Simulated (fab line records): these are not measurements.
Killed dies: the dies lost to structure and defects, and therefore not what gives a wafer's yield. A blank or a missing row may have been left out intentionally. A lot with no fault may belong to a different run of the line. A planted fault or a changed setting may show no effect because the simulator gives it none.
A lot that was struck, set against a sound lot | flow berkeley_cmos170 | 17 steps out of a route of 331
Sound: these wafers, L891.3, L891.4, L891.5. Struck: wafers L873.1, L873.3, L873.5. The cause comes at the end.
Order at every step that has rows: each side's tool, ch and its chambers, its first start. Under that, the readings that differ: sound wafers | struck wafers | difference of the means | sigmas: that difference in standard deviations of wafers without a fault.
alike: words and numbers the same on both sides, and readings whose means are apart by under 2 such deviations; not compared: readings that were withheld, readings missing a value for some wafer, numbers with overlapping values and no deviation given by the record, and bounds like >300 which may hide the same value.
A row with sigmas, a row that says differs or no value, or rows on one side alone: a step with any of these is where the two part. Numbers that don't overlap but have no deviation are shown without sigmas and don't part them. A reading missing from all wafers of one side parts the sides only when that side holds two or more wafers.

first, 2 steps without rows for these wafers: UCB170_PSD_PEB_04; UCB170_PSD_DEVELOP_05 (develop time 45 s).
UCB170_PSD_CD_MEAS_06: target cd 1200 nm.
  sound: cd_sem-02 at day 11 21:38; struck: cd_sem-02 at day 8 10:08
  alike: cd_nm
UCB170_PSD_OVL_MEAS_07:
  sound: overlay-01 at day 11 21:43; struck: overlay-01 at day 8 10:16
  alike: PSD_OVL
next, for these wafers, 1 step has no rows: UCB170_PSD_IMPLANT_08.
UCB170_PSD_STRIP_09: strips in O2.
  sound on plasma_asher-04 ch 0,1, day 11 21:56; struck on plasma_asher-02 ch 0,1, day 8 10:27
  alike: drypump_motor_current_A, oes_product_au, strip_time_to_endpoint_s
  not compared: rf_hours_counter_h
UCB170_PSD_TW_MEAS_10:
  sound: film_metro-03 at day 11 22:01; struck: film_metro-04 at day 8 10:34
  alike: PSD_TW
then, 5 steps without rows for these wafers: UCB170_PSD_CLEAN_11 (cleans in SPM, time 600 s); UCB170_NSD_HMDS_00 (prime time 60 s); UCB170_NSD_COAT_01 (resist thk 900 nm); UCB170_NSD_SOFTBAKE_02 (time 60 s); UCB170_NSD_EXPOSE_03 (exposes mask NSELECT MOD, target cd 1200 nm).
UCB170_NSD_PEB_04:
  sound on litho_track-03 ch 0, day 11 23:38; struck on litho_track-03 ch 0, day 8 11:22
  reading                  | sound                | struck               | difference | sigmas
  heater_power_total_W (W) | 56.77 56.72 56.79    | 52.15 52.19 52.22    | -4.57      | -99 or more
  plate_temp_C (C)         | 130.00 130.06 129.98 | 121.79 121.75 121.68 | -8.27      | -69
then, 1 step without rows for these wafers: UCB170_NSD_DEVELOP_05 (develop time 45 s).
UCB170_NSD_CD_MEAS_06: target cd 1200 nm.
  sound: cd_sem-02 at day 11 23:54; struck: cd_sem-01 at day 8 11:56
  reading    | sound                | struck               | difference | sigmas
  cd_nm (nm) | 1200.6 1199.9 1199.9 | 1136.4 1135.9 1136.5 | -63.9      | -43
  not compared: hold
UCB170_NSD_OVL_MEAS_07:
  sound: overlay-01 at day 11 23:59; struck: overlay-01 at day 8 15:43
  reading | sound | struck                                                                     | difference                   | sigmas
  hold    | - - - | await_dispo/3.6h/release await_dispo/3.6h/release await_dispo/3.6h/release | no value on the sound wafers |
  alike: NSD_OVL
UCB170_M3_PROBE_99:
  only the struck wafers here have rows in the record (prober-02, day 9 17:07); the sound ones have none

WHERE THEY PART
First at UCB170_NSD_PEB_04; last, within this record, at UCB170_M3_PROBE_99.

WHY: the cause the simulator had injected
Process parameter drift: litho_track-03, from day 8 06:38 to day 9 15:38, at UCB170_NSD_PEB_04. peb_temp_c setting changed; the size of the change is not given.
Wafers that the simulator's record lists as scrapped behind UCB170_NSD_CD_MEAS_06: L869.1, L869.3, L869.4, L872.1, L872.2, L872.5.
